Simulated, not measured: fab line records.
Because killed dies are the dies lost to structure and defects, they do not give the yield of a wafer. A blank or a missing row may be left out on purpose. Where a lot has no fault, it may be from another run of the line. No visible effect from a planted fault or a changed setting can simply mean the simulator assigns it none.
Chamber matching ; flow ritCmos ; rieDiel-01 running RIT_SPACER_ETCHBACK_05: 4 sister chambers
The step etches Si3N4 in SF6/CHF3, stops on SiO2, target depth 250 nm, time 240 s. 4 wafers are shown with their chamber, then 7 later ones without.

WAFERS WITH THEIR CHAMBER
wafer;chamber;drypumpMotorCurrentA (A)
L535.2;0;4.7
L535.5;3;4.9
L539.1;2;5.5
L539.3;1;5.8

WAFERS WHOSE CHAMBER IS MISSING
wafer;drypumpMotorCurrentA (A)
L539.4;4.9
L541.3;4.8
L541.4;5.4
L541.5;4.9
L542.2;4.8
L542.5;4.9
L542.6;5.5

WHICH CHAMBER EACH WENT THROUGH
wafer;from the rows above;in truth
L539.4;3;3
L541.3;can't be placed: 0 or 3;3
L541.4;2;2
L541.5;3;3
L542.2;can't be placed: 0 or 3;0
L542.5;3;3
L542.6;2;2
Correct placement for 5 of the 7. Can't be placed from these rows: 2 (the true chamber is among the candidates in 2). 0 placed wrongly.
How it was worked out, from the rows above alone: a wafer's distance from a chamber is the root of the sum, over the readings, of the square of ((its reading less the chamber's mean) divided by the reading's scatter). The wafer belongs to the nearest chamber; if the next one is less than 2 further off, it can't be placed. For every chamber, the mean is computed from those of its wafers that are shown. The scatter: with one shown wafer a chamber, the root of the mean of the squares of how far each hidden wafer lies from its nearest shown one.
